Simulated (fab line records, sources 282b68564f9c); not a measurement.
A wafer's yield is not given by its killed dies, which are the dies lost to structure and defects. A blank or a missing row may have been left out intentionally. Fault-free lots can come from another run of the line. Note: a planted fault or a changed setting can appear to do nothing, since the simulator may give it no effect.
Struck lot and sound lot, side by side ; flow rit-cmos ; 21 steps out of a route of 202
Sound: the wafers L821.3, L821.5, L821.6. Struck: wafers L841.1, L841.3, L841.6. The cause is named last.
Order at every step that has rows: each side's tool, ch and its chambers, its first start. Under that, the readings that differ: sound wafers ; struck wafers ; difference of the means ; sigmas: that difference in standard deviations of wafers without a fault.
alike: readings whose means differ by less than 2 such deviations, and words and numbers that are the same on both sides. not compared: withheld readings, readings that some wafer has no value for, bounds like >300 that may hide the same value, and numbers for which the record gives no deviation and whose values overlap.
A row with sigmas, a row that says differs or no value, or rows on one side alone: a step with any of these is where the two part. Numbers that don't overlap but have no deviation are shown without sigmas and don't part them. Lack of a reading on every wafer of one side parts them only where that side has two or more wafers.

first, 6 steps without rows for these wafers: RIT_NSD_HMDS_00 (prime time 60 s); RIT_NSD_COAT_01 (resist thk 1000 nm); RIT_NSD_SOFTBAKE_02 (time 60 s); RIT_NSD_EXPOSE_03 (exposes mask M9, target cd 40700 nm); RIT_NSD_PEB_04; RIT_NSD_DEVELOP_05 (develop time 50 s).
RIT_NSD_OVL_MEAS_06:
  sound on overlay-01 at day 3 15:46; struck on overlay-01 at day 7 14:21
  alike: NSD_OVL
then, 2 steps without rows for these wafers: RIT_NSD_HARDBAKE_07 (time 60 s); RIT_NSD_IMPLANT_08.
RIT_NSD_STRIP_09: strips in O2, time 180 s.
  sound on plasma-asher-03 ch 0,1, day 3 16:09; struck on plasma-asher-03 ch 0,1, day 7 14:41
  alike: drypump-motor-current-A
  not compared: rf-hours-counter-h
RIT_NSD_TW_MEAS_10:
  sound on film-metro-01 at day 3 16:17; struck on film-metro-03 at day 7 14:52
  alike: NSD_TW
then, 1 step without rows for these wafers: RIT_PSD_HMDS_00 (prime time 60 s).
RIT_PSD_COAT_01: resist thk 1000 nm.
  sound on litho-track-03 ch 0, day 3 16:34; struck on litho-track-03 ch 0, day 7 15:04
reading;sound;struck;difference;sigmas
model.NOVOLAK_of_PSD_COAT_01.thk-nm (nm);1002 1003 1005;747.2 746.4 744.9;-257.2;
then, 4 steps without rows for these wafers: RIT_PSD_SOFTBAKE_02 (time 60 s); RIT_PSD_EXPOSE_03 (exposes mask M10, target cd 40900 nm); RIT_PSD_PEB_04; RIT_PSD_DEVELOP_05 (develop time 50 s).
RIT_PSD_OVL_MEAS_06:
  sound on overlay-01 at day 3 17:28; struck on overlay-01 at day 7 15:54
  alike: PSD_OVL
RIT_PSD_HARDBAKE_07: time 60 s.
  sound on litho-track-04 ch 0, day 3 17:32; struck on litho-track-04 ch 0, day 7 15:56
reading;sound;struck;difference;sigmas
model.NOVOLAK_of_PSD_COAT_01.thk-nm (nm);885.4 886.3 888.5;662.5 661.8 660.4;-225.2;
after that, 1 step had no rows for these wafers: RIT_PSD_IMPLANT_08.
RIT_M1_PROBE_99:
  sound on prober-01 at day 4 02:04; struck on prober-01 at day 8 00:28
  alike: killed-at-contacts, killed-at-front-end, killed-dies, killed-open, killed-short

== WHERE THEY PART ==
Nowhere in this record.

WHY: what the simulator had put in
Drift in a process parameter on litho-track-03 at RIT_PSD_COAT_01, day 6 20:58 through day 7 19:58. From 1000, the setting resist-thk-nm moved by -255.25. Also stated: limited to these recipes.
